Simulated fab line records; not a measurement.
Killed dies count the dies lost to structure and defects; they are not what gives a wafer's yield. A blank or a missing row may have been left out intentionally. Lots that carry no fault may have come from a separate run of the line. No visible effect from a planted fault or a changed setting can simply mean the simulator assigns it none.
Split-lot experiment | flow rit cmos | 5 lots, 23 wafers read, on a route of 202 steps

== ABOUT THE SPLIT ==
At RIT_NRETRO_IMPLANT_08, the setting energy kev was moved away from the recipe's 70 on 11 of the 23 wafers read, by -5.9% to -3.9%. This setting was run at the recipe's value on the other wafers.

== BETWEEN THE SPLIT AND THE READING: the file shows 1 step in between ==
- RIT_NRETRO_STRIP_09: strips in O2, time 180 s

== THE READING ==
NRETRO_TW, at RIT_NRETRO_TW_MEAS_10. Fault-free wafers of this fab line usually give 1031, standard deviation 4.

wafer  | tool, chamber at the split | energy kev as run | against the recipe | NRETRO_TW | against lot-mates on the recipe
L075.1 | implanter-02, 0            | 70                | recipe             | 1030      | -
L075.2 | implanter-02, 0            | 67.26             | -3.9%              | 1019      | -12
L075.3 | implanter-02, 0            | 67.26             | -3.9%              | 1021      | -10
L075.5 | implanter-02, 0            | 67.26             | -3.9%              | 1018      | -14
L075.6 | implanter-02, 0            | 70                | recipe             | 1033      | -
L076.1 | implanter-02, 0            | 67.3              | -3.9%              | 1022      | -4
L076.2 | implanter-02, 0            | 70                | recipe             | 1028      | -
L076.4 | implanter-02, 0            | 67.3              | -3.9%              | 1022      | -4
L076.5 | implanter-02, 0            | 70                | recipe             | 1025      | -
L076.6 | implanter-02, 0            | 67.3              | -3.9%              | 1018      | -8
L081.1 | implanter-04, 0            | 65.85             | -5.9%              | 1020      | -11
L081.2 | implanter-04, 0            | 70                | recipe             | 1033      | -
L081.3 | implanter-04, 0            | 65.85             | -5.9%              | 1013      | -18
L081.4 | implanter-04, 0            | 65.85             | -5.9%              | 1021      | -10
L081.6 | implanter-04, 0            | 70                | recipe             | 1029      | -
L082.2 | implanter-01, 0            | 70                | recipe             | 1027      | -
L082.4 | implanter-01, 0            | 70                | recipe             | 1025      | -
L082.5 | implanter-01, 0            | 70                | recipe             | 1028      | -
L085.2 | implanter-01, 0            | 70                | recipe             | 1033      | -
L085.3 | implanter-01, 0            | 66.14             | -5.5%              | 1022      | -12
L085.4 | implanter-01, 0            | 70                | recipe             | 1035      | -
L085.5 | implanter-01, 0            | 70                | recipe             | 1034      | -
L085.6 | implanter-01, 0            | 66.14             | -5.5%              | 1018      | -16

FIT RESULTS
A straight line over all 23 wafers: NRETRO_TW changes by +2.12 for each +1% of energy kev; r = +0.86; the points scatter about the line by 3.3.
The same after taking each lot's own level away (the mean of its wafers on the recipe; 23 wafers): +2.32 for each +1%; r = +0.91; scatter 2.6.
That fit puts the effect of the largest move of energy kev on the reading at 14.
The lots' own levels span 1026.5 to 1034.0, that is 1.9 times the standard deviation above.
The two slopes agree, so the slope changes little with the lot-to-lot level.
Check: for one of the wafers moved furthest among these (-5.9%), held out of the fit, the line's prediction against its lot-mates is -14.2. It came out at -11 against them.

== OTHER SPLITS APPLIED TO THESE WAFERS ==
These wafers also went through other splits before the reading. Each is held against what the fit with the lots' levels taken away leaves over:
other split on the same wafers      | wafers away from the commonest value | r with NRETRO_TW (lot level and that fit taken away)
RIT_ACTIVE_CVD_03 sih2cl2 flow sccm | 15                                   | -0.26
RIT_ACTIVE_COAT_06 spin rpm         | 4                                    | -0.48
RIT_ACTIVE_HARDBAKE_12 temp c       | 12                                   | +0.07
RIT_NWELL_IMPLANT_08 dose cm2       | 11                                   | -0.25
RIT_PWELL_IMPLANT_08 energy kev     | 8                                    | +0.09
RIT_NRETRO_COAT_01 spin rpm         | 9                                    | +0.25

== THE WHOLE CHAIN: every reading that the file lists as answering this split, in the file's order ==
step                  | what it does | reading                                                         | change (the file's fit)               | r (the file's)
RIT_NRETRO_IMPLANT_08 |              | implant.rp nm (the simulator's own value, which no gauge read)  | +0.874 nm for each +1% of the setting | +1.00
RIT_NRETRO_IMPLANT_08 |              | implant.drp nm (the simulator's own value, which no gauge read) | +0.291 nm for each +1% of the setting | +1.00
RIT_NRETRO_TW_MEAS_10 |              | NRETRO_TW                                                       | +2.35 for each +1% of the setting     | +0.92

== THE FILE'S OWN FIT ==
NRETRO_TW changes by +2.35 for each +1% of energy kev, r = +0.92.
